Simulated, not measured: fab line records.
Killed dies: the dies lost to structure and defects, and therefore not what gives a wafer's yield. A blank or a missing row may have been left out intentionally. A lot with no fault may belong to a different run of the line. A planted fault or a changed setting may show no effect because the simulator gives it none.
fab line records || flow berkeleyCmos170
[record] {"lots": 6, "wafers": 18, "lastDay": 11}
route steps=331 shown SCREENOX@100 NVT@104 PVT@115 GATE@125
lots untouched by any fault: they come from a run of this same line in which no faults occurred
startH: the number of hours between the record's first day and the start of the first shown wafer of the lot || waitH: hours since the lot's step before || " same as the row above || L1.1+2: a row that stands for several wafers || - value missing, or start not given || * or withheld: withheld || < > ~ a bound
route shown NAME@n: a module of which the file shows steps, and the number in the route of the first || usual: mean and standard deviation over wafers with no fault || same: alike in all rows || chamber/n: place in a boat || sites: the reading at each site || _std_site: how widely they spread, as a standard deviation || _edge_site: the outer-site mean with the inner-site mean subtracted || radiusMm: for every site, how far away it sits from the centre of the wafer || mask NAME#n: copy n || behind: the tool/chamber that last shaped the wafer || hold: what put the lot on hold/how long, in hours/how the hold closed || device: whichever transistor did not switch (one of n, p or np) || end of line: at the end of the route, the tests of the same wafers || a step with no rows: only its recipe || killed: dies lost to structure and defects at the first sort, not the wafer's yield || map: shows each die of a wafer: x if killed, . if not, _ if none is there
set.NAME: setting as actually run; set.NAME@STEP: the setting as run at that earlier step || model.NAME: the simulator's own value behind a step, which no gauge read
a table for each step, a row for each wafer; lots at some steps of the route
services: the hour from which a tool's chamber was out of use, counted from the record's first day as startH (under 0 if before that day), plus the number of hours and why
[[steps]]
[step UCB170_SCREENOX_WET_ETCH_00]
[recipe] {"chemistry": "dHF", "dilution": "25:1", "target": "SiO2", "tempC": 25, "timeS": 200}
[step UCB170_SCREENOX_OXIDATION_01]
[recipe] {"tempC": 900, "ambient": "O2", "targetThkA": 144, "oxTimeS": 2400}
[step UCB170_SCREENOX_THK_MEAS_02]
[recipe] {"reads": "SiO2_of_SCREENOX_OXIDATION_01"}
[usual] {"SCREENOX_OXIDE_THK": "14.43/0.25"}
{"lot.wafer": "L942.3", "tool": "filmMetro-03", "chamber": "-", "startH": 141.54, "waitH": 0.0, "SCREENOX_OXIDE_THK[nm]": 14.67}
{"lot.wafer": "L942.4", "tool": "filmMetro-03", "chamber": "-", "startH": 141.54, "waitH": 0.0, "SCREENOX_OXIDE_THK[nm]": 14.71}
{"lot.wafer": "L942.6", "tool": "filmMetro-03", "chamber": "-", "startH": 141.54, "waitH": 0.0, "SCREENOX_OXIDE_THK[nm]": 14.41}
{"lot.wafer": "L944.4", "tool": "filmMetro-04", "chamber": "-", "startH": 141.55, "waitH": 0.0, "SCREENOX_OXIDE_THK[nm]": 14.65}
{"lot.wafer": "L944.5", "tool": "filmMetro-04", "chamber": "-", "startH": 141.55, "waitH": 0.0, "SCREENOX_OXIDE_THK[nm]": 14.72}
{"lot.wafer": "L944.6", "tool": "filmMetro-04", "chamber": "-", "startH": 141.55, "waitH": 0.0, "SCREENOX_OXIDE_THK[nm]": 14.66}
{"lot.wafer": "L943.1", "tool": "filmMetro-03", "chamber": "-", "startH": 141.58, "waitH": 0.1, "SCREENOX_OXIDE_THK[nm]": 14.89}
{"lot.wafer": "L943.2", "tool": "filmMetro-03", "chamber": "-", "startH": 141.58, "waitH": 0.1, "SCREENOX_OXIDE_THK[nm]": 14.66}
{"lot.wafer": "L943.3", "tool": "filmMetro-03", "chamber": "-", "startH": 141.58, "waitH": 0.1, "SCREENOX_OXIDE_THK[nm]": 14.62}
{"lot.wafer": "L939.3", "tool": "filmMetro-04", "chamber": "-", "startH": 141.60, "waitH": 0.1, "SCREENOX_OXIDE_THK[nm]": 14.43}
{"lot.wafer": "L939.5", "tool": "filmMetro-04", "chamber": "-", "startH": 141.60, "waitH": 0.1, "SCREENOX_OXIDE_THK[nm]": 14.58}
{"lot.wafer": "L939.6", "tool": "filmMetro-04", "chamber": "-", "startH": 141.60, "waitH": 0.1, "SCREENOX_OXIDE_THK[nm]": 14.49}
{"lot.wafer": "L950.2", "tool": "filmMetro-03", "chamber": "-", "startH": 179.91, "waitH": 0.0, "SCREENOX_OXIDE_THK[nm]": 14.23}
{"lot.wafer": "L950.3", "tool": "filmMetro-03", "chamber": "-", "startH": 179.91, "waitH": 0.0, "SCREENOX_OXIDE_THK[nm]": 14.21}
{"lot.wafer": "L950.4", "tool": "filmMetro-03", "chamber": "-", "startH": 179.91, "waitH": 0.0, "SCREENOX_OXIDE_THK[nm]": 14.18}
{"lot.wafer": "L952.2", "tool": "filmMetro-03", "chamber": "-", "startH": 191.91, "waitH": 0.0, "SCREENOX_OXIDE_THK[nm]": 14.40}
{"lot.wafer": "L952.3", "tool": "filmMetro-03", "chamber": "-", "startH": 191.91, "waitH": 0.0, "SCREENOX_OXIDE_THK[nm]": 14.20}
{"lot.wafer": "L952.5", "tool": "filmMetro-03", "chamber": "-", "startH": 191.91, "waitH": 0.0, "SCREENOX_OXIDE_THK[nm]": 14.29}
[step UCB170_SCREENOX_ANNEAL_03]
[recipe] {"tempC": 900, "timeS": 900, "ambient": "N2"}
[step UCB170_NVT_HMDS_00]
[recipe] {"primeTimeS": 60, "primeTempC": 100}
[step UCB170_NVT_COAT_01]
[recipe] {"resist": "KrF", "spinRpm": 1535, "resistThkNm": 900}
[step UCB170_NVT_SOFTBAKE_02]
[recipe] {"resist": "KrF", "tempC": 130, "timeS": 60}
[step UCB170_NVT_EXPOSE_03]
[recipe] {"maskId": "PWELL", "targetCdNm": 3000, "na": 0.5, "sigmaOuter": 0.6, "sourceShape": "conventional", "doseMj": 30}
[step UCB170_NVT_PEB_04]
[recipe] {"pebTempC": 130, "pebTimeS": "withheld", "resist": "KrF"}
[step UCB170_NVT_DEVELOP_05]
[recipe] {"developer": "TMAH", "developTimeS": 45, "resist": "KrF", "devTempC": 21}
[step UCB170_NVT_OVL_MEAS_06]
[usual] {"NVT_OVL": "4/5.3"}
{"lot.wafer": "L944.4", "tool": "overlay-02", "chamber": "-", "startH": 146.18, "waitH": "-", "NVT_OVL[nm]": 0}
{"lot.wafer": "L944.5", "tool": "overlay-02", "chamber": "-", "startH": 146.18, "waitH": "-", "NVT_OVL[nm]": 2}
{"lot.wafer": "L944.6", "tool": "overlay-02", "chamber": "-", "startH": 146.18, "waitH": "-", "NVT_OVL[nm]": 1}
{"lot.wafer": "L939.3", "tool": "overlay-02", "chamber": "-", "startH": 146.45, "waitH": "-", "NVT_OVL[nm]": 10}
{"lot.wafer": "L939.5", "tool": "overlay-02", "chamber": "-", "startH": 146.45, "waitH": "-", "NVT_OVL[nm]": 1}
{"lot.wafer": "L939.6", "tool": "overlay-02", "chamber": "-", "startH": 146.45, "waitH": "-", "NVT_OVL[nm]": 11}
{"lot.wafer": "L943.1", "tool": "overlay-01", "chamber": "-", "startH": 146.84, "waitH": "-", "NVT_OVL[nm]": 8}
{"lot.wafer": "L943.2", "tool": "overlay-01", "chamber": "-", "startH": 146.84, "waitH": "-", "NVT_OVL[nm]": 7}
{"lot.wafer": "L943.3", "tool": "overlay-01", "chamber": "-", "startH": 146.84, "waitH": "-", "NVT_OVL[nm]": 7}
{"lot.wafer": "L942.3", "tool": "overlay-02", "chamber": "-", "startH": 147.13, "waitH": "-", "NVT_OVL[nm]": 8}
{"lot.wafer": "L942.4", "tool": "overlay-02", "chamber": "-", "startH": 147.13, "waitH": "-", "NVT_OVL[nm]": -9}
{"lot.wafer": "L942.6", "tool": "overlay-02", "chamber": "-", "startH": 147.13, "waitH": "-", "NVT_OVL[nm]": -6}
{"lot.wafer": "L950.2", "tool": "overlay-01", "chamber": "-", "startH": 185.11, "waitH": "-", "NVT_OVL[nm]": -1}
{"lot.wafer": "L950.3", "tool": "overlay-01", "chamber": "-", "startH": 185.11, "waitH": "-", "NVT_OVL[nm]": 7}
{"lot.wafer": "L950.4", "tool": "overlay-01", "chamber": "-", "startH": 185.11, "waitH": "-", "NVT_OVL[nm]": -2}
{"lot.wafer": "L952.2", "tool": "overlay-01", "chamber": "-", "startH": 197.18, "waitH": "-", "NVT_OVL[nm]": 5}
{"lot.wafer": "L952.3", "tool": "overlay-01", "chamber": "-", "startH": 197.18, "waitH": "-", "NVT_OVL[nm]": -1}
{"lot.wafer": "L952.5", "tool": "overlay-01", "chamber": "-", "startH": 197.18, "waitH": "-", "NVT_OVL[nm]": -4}
[step UCB170_NVT_IMPLANT_07]
[recipe] {"species": "BF2", "doseCm2": 3e+12, "energyKev": 50, "tiltDeg": 7}
[step UCB170_NVT_STRIP_08]
[recipe] {"chemistry": "O2", "powerW": 400, "pressureMtorr": 3500, "platenTempC": "withheld", "o2FlowSccm": 400, "overashFraction": 0.5}
[usual] {"chamberPressureMTorr": "3499/3.1", "drypumpMotorCurrentA": "5.7/0.32", "oesProductAu": "0.734/0.0044", "stripTimeToEndpointS": "21.41/0.079"}
{"lot.wafer": "L944.4", "tool": "plasmaAsher-01", "chamber": 1, "startH": 146.38, "waitH": 0.1, "chamberPressureMTorr": 3498, "drypumpMotorCurrentA": 6.0, "oesProductAu": 0.739, "rfHoursCounterH": "-", "stripTimeToEndpointS": 21.37, "model.KrF_of_NVT_COAT_01.thkNm": 0}
{"lot.wafer": "L944.5", "tool": "plasmaAsher-01", "chamber": 0, "startH": 146.38, "waitH": 0.1, "chamberPressureMTorr": 3492, "drypumpMotorCurrentA": 5.5, "oesProductAu": 0.736, "rfHoursCounterH": "-", "stripTimeToEndpointS": 21.45, "model.KrF_of_NVT_COAT_01.thkNm": 0}
{"lot.wafer": "L944.6", "tool": "plasmaAsher-01", "chamber": 1, "startH": 146.38, "waitH": 0.1, "chamberPressureMTorr": 3506, "drypumpMotorCurrentA": 6.0, "oesProductAu": 0.733, "rfHoursCounterH": "-", "stripTimeToEndpointS": 21.47, "model.KrF_of_NVT_COAT_01.thkNm": 0}
{"lot.wafer": "L939.3", "tool": "plasmaAsher-01", "chamber": 0, "startH": 146.65, "waitH": 0.1, "chamberPressureMTorr": 3497, "drypumpMotorCurrentA": 5.6, "oesProductAu": 0.738, "rfHoursCounterH": "-", "stripTimeToEndpointS": 21.39, "model.KrF_of_NVT_COAT_01.thkNm": 0}
{"lot.wafer": "L939.5", "tool": "plasmaAsher-01", "chamber": 1, "startH": 146.65, "waitH": 0.1, "chamberPressureMTorr": 3498, "drypumpMotorCurrentA": 6.0, "oesProductAu": 0.724, "rfHoursCounterH": "-", "stripTimeToEndpointS": 21.40, "model.KrF_of_NVT_COAT_01.thkNm": 0}
{"lot.wafer": "L939.6", "tool": "plasmaAsher-01", "chamber": 0, "startH": 146.65, "waitH": 0.1, "chamberPressureMTorr": 3496, "drypumpMotorCurrentA": 5.5, "oesProductAu": 0.737, "rfHoursCounterH": "-", "stripTimeToEndpointS": 21.31, "model.KrF_of_NVT_COAT_01.thkNm": 0}
{"lot.wafer": "L943.1", "tool": "plasmaAsher-02", "chamber": 1, "startH": 147.03, "waitH": 0.1, "chamberPressureMTorr": "-", "drypumpMotorCurrentA": "-", "oesProductAu": "-", "rfHoursCounterH": "-", "stripTimeToEndpointS": "-", "model.KrF_of_NVT_COAT_01.thkNm": 877}
{"lot.wafer": "L943.2", "tool": "plasmaAsher-02", "chamber": 0, "startH": 147.03, "waitH": 0.1, "chamberPressureMTorr": "-", "drypumpMotorCurrentA": "-", "oesProductAu": "-", "rfHoursCounterH": "-", "stripTimeToEndpointS": "-", "model.KrF_of_NVT_COAT_01.thkNm": 876.8}
{"lot.wafer": "L943.3", "tool": "plasmaAsher-02", "chamber": 0, "startH": 147.03, "waitH": 0.1, "chamberPressureMTorr": "-", "drypumpMotorCurrentA": "-", "oesProductAu": "-", "rfHoursCounterH": "-", "stripTimeToEndpointS": "-", "model.KrF_of_NVT_COAT_01.thkNm": 873.1}
{"lot.wafer": "L942.3", "tool": "plasmaAsher-01", "chamber": 0, "startH": 147.34, "waitH": 0.1, "chamberPressureMTorr": "-", "drypumpMotorCurrentA": "-", "oesProductAu": "-", "rfHoursCounterH": "-", "stripTimeToEndpointS": "-", "model.KrF_of_NVT_COAT_01.thkNm": 878.6}
{"lot.wafer": "L942.4", "tool": "plasmaAsher-01", "chamber": 1, "startH": 147.34, "waitH": 0.1, "chamberPressureMTorr": "-", "drypumpMotorCurrentA": "-", "oesProductAu": "-", "rfHoursCounterH": "-", "stripTimeToEndpointS": "-", "model.KrF_of_NVT_COAT_01.thkNm": 880.4}
{"lot.wafer": "L942.6", "tool": "plasmaAsher-01", "chamber": 0, "startH": 147.34, "waitH": 0.1, "chamberPressureMTorr": "-", "drypumpMotorCurrentA": "-", "oesProductAu": "-", "rfHoursCounterH": "-", "stripTimeToEndpointS": "-", "model.KrF_of_NVT_COAT_01.thkNm": 878.6}
{"lot.wafer": "L950.2", "tool": "plasmaAsher-02", "chamber": 0, "startH": 185.29, "waitH": 0.1, "chamberPressureMTorr": 3497, "drypumpMotorCurrentA": 5.7, "oesProductAu": 0.733, "rfHoursCounterH": 50, "stripTimeToEndpointS": 21.46, "model.KrF_of_NVT_COAT_01.thkNm": 0}
{"lot.wafer": "L950.3", "tool": "plasmaAsher-02", "chamber": 1, "startH": 185.29, "waitH": 0.1, "chamberPressureMTorr": 3503, "drypumpMotorCurrentA": 6.0, "oesProductAu": 0.739, "rfHoursCounterH": "-", "stripTimeToEndpointS": 21.51, "model.KrF_of_NVT_COAT_01.thkNm": 0}
{"lot.wafer": "L950.4", "tool": "plasmaAsher-02", "chamber": 0, "startH": 185.29, "waitH": 0.1, "chamberPressureMTorr": 3499, "drypumpMotorCurrentA": 5.7, "oesProductAu": 0.731, "rfHoursCounterH": "-", "stripTimeToEndpointS": 21.49, "model.KrF_of_NVT_COAT_01.thkNm": 0}
{"lot.wafer": "L952.2", "tool": "plasmaAsher-01", "chamber": 1, "startH": 197.36, "waitH": 0.1, "chamberPressureMTorr": 3496, "drypumpMotorCurrentA": 6.0, "oesProductAu": 0.742, "rfHoursCounterH": 38, "stripTimeToEndpointS": 21.36, "model.KrF_of_NVT_COAT_01.thkNm": 0}
{"lot.wafer": "L952.3", "tool": "plasmaAsher-01", "chamber": 0, "startH": 197.36, "waitH": 0.1, "chamberPressureMTorr": 3502, "drypumpMotorCurrentA": 5.5, "oesProductAu": 0.728, "rfHoursCounterH": "-", "stripTimeToEndpointS": 21.38, "model.KrF_of_NVT_COAT_01.thkNm": 0}
{"lot.wafer": "L952.5", "tool": "plasmaAsher-01", "chamber": 1, "startH": 197.36, "waitH": 0.1, "chamberPressureMTorr": 3501, "drypumpMotorCurrentA": 6.0, "oesProductAu": 0.736, "rfHoursCounterH": "-", "stripTimeToEndpointS": 21.36, "model.KrF_of_NVT_COAT_01.thkNm": 0}
[step UCB170_NVT_TW_MEAS_09]
[usual] {"NVT_TW": "523/9"}
{"lot.wafer": "L944.4", "tool": "filmMetro-04", "chamber": "-", "startH": 146.47, "waitH": 0.1, "NVT_TW": 529}
{"lot.wafer": "L944.5", "tool": "filmMetro-04", "chamber": "-", "startH": 146.47, "waitH": 0.1, "NVT_TW": 531}
{"lot.wafer": "L944.6", "tool": "filmMetro-04", "chamber": "-", "startH": 146.47, "waitH": 0.1, "NVT_TW": 534}
{"lot.wafer": "L939.3", "tool": "filmMetro-02", "chamber": "-", "startH": 146.74, "waitH": 0.1, "NVT_TW": 512}
{"lot.wafer": "L939.5", "tool": "filmMetro-02", "chamber": "-", "startH": 146.74, "waitH": 0.1, "NVT_TW": 513}
{"lot.wafer": "L939.6", "tool": "filmMetro-02", "chamber": "-", "startH": 146.74, "waitH": 0.1, "NVT_TW": 511}
{"lot.wafer": "L943.1", "tool": "filmMetro-02", "chamber": "-", "startH": 147.13, "waitH": 0.1, "NVT_TW": 511}
{"lot.wafer": "L943.2", "tool": "filmMetro-02", "chamber": "-", "startH": 147.13, "waitH": 0.1, "NVT_TW": 514}
{"lot.wafer": "L943.3", "tool": "filmMetro-02", "chamber": "-", "startH": 147.13, "waitH": 0.1, "NVT_TW": 516}
{"lot.wafer": "L942.3", "tool": "filmMetro-01", "chamber": "-", "startH": 147.42, "waitH": 0.1, "NVT_TW": 529}
{"lot.wafer": "L942.4", "tool": "filmMetro-01", "chamber": "-", "startH": 147.42, "waitH": 0.1, "NVT_TW": 531}
{"lot.wafer": "L942.6", "tool": "filmMetro-01", "chamber": "-", "startH": 147.42, "waitH": 0.1, "NVT_TW": 527}
{"lot.wafer": "L950.2", "tool": "filmMetro-02", "chamber": "-", "startH": 185.40, "waitH": 0.1, "NVT_TW": 514}
{"lot.wafer": "L950.3", "tool": "filmMetro-02", "chamber": "-", "startH": 185.40, "waitH": 0.1, "NVT_TW": 512}
{"lot.wafer": "L950.4", "tool": "filmMetro-02", "chamber": "-", "startH": 185.40, "waitH": 0.1, "NVT_TW": 514}
{"lot.wafer": "L952.2", "tool": "filmMetro-02", "chamber": "-", "startH": 197.47, "waitH": 0.1, "NVT_TW": 518}
{"lot.wafer": "L952.3", "tool": "filmMetro-02", "chamber": "-", "startH": 197.47, "waitH": 0.1, "NVT_TW": 518}
{"lot.wafer": "L952.5", "tool": "filmMetro-02", "chamber": "-", "startH": 197.47, "waitH": 0.1, "NVT_TW": 519}
[step UCB170_NVT_CLEAN_10]
[recipe] {"chemistry": "SPM", "tempC": 120, "timeS": 600}
[step UCB170_PVT_HMDS_00]
[recipe] {"primeTimeS": 60, "primeTempC": 100}
[step UCB170_PVT_COAT_01]
[recipe] {"resist": "KrF", "spinRpm": 1500, "resistThkNm": 900}
[step UCB170_PVT_SOFTBAKE_02]
[recipe] {"resist": "KrF", "tempC": 130, "timeS": 60}
[step UCB170_PVT_EXPOSE_03]
[recipe] {"maskId": "NWELL", "targetCdNm": 3000, "na": 0.5, "sigmaOuter": 0.6, "sourceShape": "conventional", "doseMj": 30}
[step UCB170_PVT_PEB_04]
[recipe] {"pebTempC": 130, "pebTimeS": "withheld", "resist": "KrF"}
[step UCB170_PVT_DEVELOP_05]
[recipe] {"developer": "TMAH", "developTimeS": 45, "resist": "KrF", "devTempC": 21}
[step UCB170_PVT_OVL_MEAS_06]
[usual] {"PVT_OVL": "-1/5.5"}
{"lot.wafer": "L939.3", "tool": "overlay-02", "chamber": "-", "startH": 149.36, "waitH": "-", "PVT_OVL[nm]": -5}
{"lot.wafer": "L939.5", "tool": "overlay-02", "chamber": "-", "startH": 149.36, "waitH": "-", "PVT_OVL[nm]": -6}
{"lot.wafer": "L939.6", "tool": "overlay-02", "chamber": "-", "startH": 149.36, "waitH": "-", "PVT_OVL[nm]": -3}
{"lot.wafer": "L944.4", "tool": "overlay-01", "chamber": "-", "startH": 149.41, "waitH": "-", "PVT_OVL[nm]": 7}
{"lot.wafer": "L944.5", "tool": "overlay-01", "chamber": "-", "startH": 149.41, "waitH": "-", "PVT_OVL[nm]": 3}
{"lot.wafer": "L944.6", "tool": "overlay-01", "chamber": "-", "startH": 149.41, "waitH": "-", "PVT_OVL[nm]": 6}
{"lot.wafer": "L943.1", "tool": "overlay-02", "chamber": "-", "startH": 149.67, "waitH": "-", "PVT_OVL[nm]": -8}
{"lot.wafer": "L943.2", "tool": "overlay-02", "chamber": "-", "startH": 149.67, "waitH": "-", "PVT_OVL[nm]": -9}
{"lot.wafer": "L943.3", "tool": "overlay-02", "chamber": "-", "startH": 149.67, "waitH": "-", "PVT_OVL[nm]": -1}
{"lot.wafer": "L942.3", "tool": "overlay-01", "chamber": "-", "startH": 149.96, "waitH": "-", "PVT_OVL[nm]": -1}
{"lot.wafer": "L942.4", "tool": "overlay-01", "chamber": "-", "startH": 149.96, "waitH": "-", "PVT_OVL[nm]": -1}
{"lot.wafer": "L942.6", "tool": "overlay-01", "chamber": "-", "startH": 149.96, "waitH": "-", "PVT_OVL[nm]": 4}
{"lot.wafer": "L950.2", "tool": "overlay-02", "chamber": "-", "startH": 188.56, "waitH": "-", "PVT_OVL[nm]": 8}
{"lot.wafer": "L950.3", "tool": "overlay-02", "chamber": "-", "startH": 188.56, "waitH": "-", "PVT_OVL[nm]": 9}
{"lot.wafer": "L950.4", "tool": "overlay-02", "chamber": "-", "startH": 188.56, "waitH": "-", "PVT_OVL[nm]": 10}
{"lot.wafer": "L952.2", "tool": "overlay-01", "chamber": "-", "startH": 200.76, "waitH": "-", "PVT_OVL[nm]": 5}
{"lot.wafer": "L952.3", "tool": "overlay-01", "chamber": "-", "startH": 200.76, "waitH": "-", "PVT_OVL[nm]": 2}
{"lot.wafer": "L952.5", "tool": "overlay-01", "chamber": "-", "startH": 200.76, "waitH": "-", "PVT_OVL[nm]": 5}
[step UCB170_PVT_IMPLANT_07]
[recipe] {"species": "P", "doseCm2": 2e+12, "energyKev": 30, "tiltDeg": 7}
[step UCB170_PVT_STRIP_08]
[recipe] {"chemistry": "O2", "powerW": 400, "pressureMtorr": 3500, "platenTempC": "withheld", "o2FlowSccm": 400, "overashFraction": 0.5299}
[usual] {"chamberPressureMTorr": "3500/3.5", "drypumpMotorCurrentA": "5.5/0.31", "oesProductAu": "0.724/0.0044", "stripTimeToEndpointS": "21.66/0.073"}
{"lot.wafer": "L939.3", "tool": "plasmaAsher-03", "chamber": 1, "startH": 149.56, "waitH": 0.1, "chamberPressureMTorr": 3498, "drypumpMotorCurrentA": 5.9, "oesProductAu": 0.729, "rfHoursCounterH": "-", "stripTimeToEndpointS": 21.64}
{"lot.wafer": "L939.5", "tool": "plasmaAsher-03", "chamber": 0, "startH": 149.56, "waitH": 0.1, "chamberPressureMTorr": 3505, "drypumpMotorCurrentA": 5.1, "oesProductAu": 0.731, "rfHoursCounterH": "-", "stripTimeToEndpointS": 21.71}
{"lot.wafer": "L939.6", "tool": "plasmaAsher-03", "chamber": 1, "startH": 149.56, "waitH": 0.1, "chamberPressureMTorr": 3497, "drypumpMotorCurrentA": 5.9, "oesProductAu": 0.726, "rfHoursCounterH": "-", "stripTimeToEndpointS": 21.67}
{"lot.wafer": "L944.4", "tool": "plasmaAsher-01", "chamber": 0, "startH": 149.61, "waitH": 0.1, "chamberPressureMTorr": 3497, "drypumpMotorCurrentA": 5.6, "oesProductAu": 0.716, "rfHoursCounterH": "-", "stripTimeToEndpointS": 21.54}
{"lot.wafer": "L944.5", "tool": "plasmaAsher-01", "chamber": 1, "startH": 149.61, "waitH": 0.1, "chamberPressureMTorr": 3501, "drypumpMotorCurrentA": 6.1, "oesProductAu": 0.724, "rfHoursCounterH": "-", "stripTimeToEndpointS": 21.54}
{"lot.wafer": "L944.6", "tool": "plasmaAsher-01", "chamber": 0, "startH": 149.61, "waitH": 0.1, "chamberPressureMTorr": 3505, "drypumpMotorCurrentA": 5.6, "oesProductAu": 0.726, "rfHoursCounterH": "-", "stripTimeToEndpointS": 21.44}
{"lot.wafer": "L943.1", "tool": "plasmaAsher-04", "chamber": 1, "startH": 149.85, "waitH": 0.1, "chamberPressureMTorr": 3499, "drypumpMotorCurrentA": 5.4, "oesProductAu": 0.726, "rfHoursCounterH": 3, "stripTimeToEndpointS": 47.55}
{"lot.wafer": "L943.2", "tool": "plasmaAsher-04", "chamber": 0, "startH": 149.85, "waitH": 0.1, "chamberPressureMTorr": 3505, "drypumpMotorCurrentA": 5.4, "oesProductAu": 0.718, "rfHoursCounterH": 3, "stripTimeToEndpointS": 47.56}
{"lot.wafer": "L943.3", "tool": "plasmaAsher-04", "chamber": 0, "startH": 149.85, "waitH": 0.1, "chamberPressureMTorr": 3505, "drypumpMotorCurrentA": 5.4, "oesProductAu": 0.727, "rfHoursCounterH": "-", "stripTimeToEndpointS": 47.49}
{"lot.wafer": "L942.3", "tool": "plasmaAsher-03", "chamber": 1, "startH": 150.16, "waitH": 0.1, "chamberPressureMTorr": 3502, "drypumpMotorCurrentA": 5.9, "oesProductAu": 0.732, "rfHoursCounterH": "-", "stripTimeToEndpointS": 47.78}
{"lot.wafer": "L942.4", "tool": "plasmaAsher-03", "chamber": 0, "startH": 150.16, "waitH": 0.1, "chamberPressureMTorr": 3502, "drypumpMotorCurrentA": 5.1, "oesProductAu": 0.730, "rfHoursCounterH": "-", "stripTimeToEndpointS": 47.75}
{"lot.wafer": "L942.6", "tool": "plasmaAsher-03", "chamber": 0, "startH": 150.16, "waitH": 0.1, "chamberPressureMTorr": 3498, "drypumpMotorCurrentA": 5.1, "oesProductAu": 0.727, "rfHoursCounterH": "-", "stripTimeToEndpointS": 47.77}
{"lot.wafer": "L950.2", "tool": "plasmaAsher-04", "chamber": 1, "startH": 188.74, "waitH": 0.1, "chamberPressureMTorr": 3494, "drypumpMotorCurrentA": 5.4, "oesProductAu": 0.723, "rfHoursCounterH": 7, "stripTimeToEndpointS": 21.68}
{"lot.wafer": "L950.3", "tool": "plasmaAsher-04", "chamber": 0, "startH": 188.74, "waitH": 0.1, "chamberPressureMTorr": 3498, "drypumpMotorCurrentA": 5.3, "oesProductAu": 0.727, "rfHoursCounterH": "-", "stripTimeToEndpointS": 21.65}
{"lot.wafer": "L950.4", "tool": "plasmaAsher-04", "chamber": 1, "startH": 188.74, "waitH": 0.1, "chamberPressureMTorr": 3496, "drypumpMotorCurrentA": 5.3, "oesProductAu": 0.728, "rfHoursCounterH": "-", "stripTimeToEndpointS": 21.69}
{"lot.wafer": "L952.2", "tool": "plasmaAsher-01", "chamber": 1, "startH": 200.94, "waitH": 0.1, "chamberPressureMTorr": 3502, "drypumpMotorCurrentA": 6.0, "oesProductAu": 0.713, "rfHoursCounterH": 39, "stripTimeToEndpointS": 21.63}
{"lot.wafer": "L952.3", "tool": "plasmaAsher-01", "chamber": 0, "startH": 200.94, "waitH": 0.1, "chamberPressureMTorr": 3495, "drypumpMotorCurrentA": 5.5, "oesProductAu": 0.723, "rfHoursCounterH": "-", "stripTimeToEndpointS": 21.58}
{"lot.wafer": "L952.5", "tool": "plasmaAsher-01", "chamber": 1, "startH": 200.94, "waitH": 0.1, "chamberPressureMTorr": 3494, "drypumpMotorCurrentA": 6.0, "oesProductAu": 0.720, "rfHoursCounterH": "-", "stripTimeToEndpointS": 21.59}
[step UCB170_PVT_TW_MEAS_09]
[usual] {"PVT_TW": "508/9.2"}
{"lot.wafer": "L939.3", "tool": "filmMetro-04", "chamber": "-", "startH": 149.65, "waitH": 0.1, "PVT_TW": 516}
{"lot.wafer": "L939.5", "tool": "filmMetro-04", "chamber": "-", "startH": 149.65, "waitH": 0.1, "PVT_TW": 520}
{"lot.wafer": "L939.6", "tool": "filmMetro-04", "chamber": "-", "startH": 149.65, "waitH": 0.1, "PVT_TW": 518}
{"lot.wafer": "L944.4", "tool": "filmMetro-02", "chamber": "-", "startH": 149.71, "waitH": 0.1, "PVT_TW": 496}
{"lot.wafer": "L944.5", "tool": "filmMetro-02", "chamber": "-", "startH": 149.71, "waitH": 0.1, "PVT_TW": 496}
{"lot.wafer": "L944.6", "tool": "filmMetro-02", "chamber": "-", "startH": 149.71, "waitH": 0.1, "PVT_TW": 494}
{"lot.wafer": "L943.1", "tool": "filmMetro-02", "chamber": "-", "startH": 149.95, "waitH": 0.1, "PVT_TW": 29}
{"lot.wafer": "L943.2", "tool": "filmMetro-02", "chamber": "-", "startH": 149.95, "waitH": 0.1, "PVT_TW": 29}
{"lot.wafer": "L943.3", "tool": "filmMetro-02", "chamber": "-", "startH": 149.95, "waitH": 0.1, "PVT_TW": 29}
{"lot.wafer": "L942.3", "tool": "filmMetro-02", "chamber": "-", "startH": 150.25, "waitH": 0.1, "PVT_TW": 29}
{"lot.wafer": "L942.4", "tool": "filmMetro-02", "chamber": "-", "startH": 150.25, "waitH": 0.1, "PVT_TW": 29}
{"lot.wafer": "L942.6", "tool": "filmMetro-02", "chamber": "-", "startH": 150.25, "waitH": 0.1, "PVT_TW": 29}
{"lot.wafer": "L950.2", "tool": "filmMetro-02", "chamber": "-", "startH": 188.85, "waitH": 0.1, "PVT_TW": 497}
{"lot.wafer": "L950.3", "tool": "filmMetro-02", "chamber": "-", "startH": 188.85, "waitH": 0.1, "PVT_TW": 497}
{"lot.wafer": "L950.4", "tool": "filmMetro-02", "chamber": "-", "startH": 188.85, "waitH": 0.1, "PVT_TW": 497}
{"lot.wafer": "L952.2", "tool": "filmMetro-04", "chamber": "-", "startH": 201.05, "waitH": 0.1, "PVT_TW": 520}
{"lot.wafer": "L952.3", "tool": "filmMetro-04", "chamber": "-", "startH": 201.05, "waitH": 0.1, "PVT_TW": 520}
{"lot.wafer": "L952.5", "tool": "filmMetro-04", "chamber": "-", "startH": 201.05, "waitH": 0.1, "PVT_TW": 521}
[step UCB170_GATE_WET_ETCH_00]
[recipe] {"chemistry": "dHF", "dilution": "25:1", "target": "SiO2", "tempC": 25, "timeS": 200}
[[services]]
{"tool": "plasmaAsher-04", "chamber": "-", "startH": 147.88, "hours": 1.2, "kind": "repair"}
{"tool": "plasmaAsher-03", "chamber": "-", "startH": 150.77, "hours": 2.4, "kind": "repair"}
[[key]]
[firstSign] {"step": "UCB170_NVT_STRIP_08", "reading": "toolRecord", "direction": "missing"}
[effect] {"step": "UCB170_PVT_STRIP_08", "reading": "stripTimeToEndpointS", "direction": "up", "sigmas": "99+", "usual": "*", "struck": "*"}
[effect] {"step": "UCB170_PVT_TW_MEAS_09", "reading": "PVT_TW", "direction": "down", "sigmas": 52, "usual": 508, "struck": 29}
[modelEffect] {"step": "UCB170_NVT_STRIP_08", "value": "KrF_of_NVT_COAT_01.thkNm", "without": 0, "struck": 877.4}
metAt UCB170_NVT_STRIP_08
struckWafers L942.3,L942.4,L942.6,L943.1,L943.2,L943.3
sortLeftOut L942.3,L942.4,L942.6,L943.1,L943.2,L943.3
testerLeftOut L942,L943
onsetBetween 146.65 147.03
[fault] {"kind": "skippedStepWhole", "tool": "plasmaAsher-01,plasmaAsher-02", "chamber": "-", "onsetH": 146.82, "steps": "UCB170_NVT_STRIP_08", "scope": "struckLotsOnly"}
// testerLeftOut: of these lots the tester's yield and bins aren't shown, on N5 and GAA mostly nor the transistor test; their killed dies are dies lost to structure and defects alone, not to doping, threshold or leakage, so they don't give the yield
// sortLeftOut: the simulated sort isn't trusted on such a fault, so these wafers' sort isn't shown, and their yield isn't known
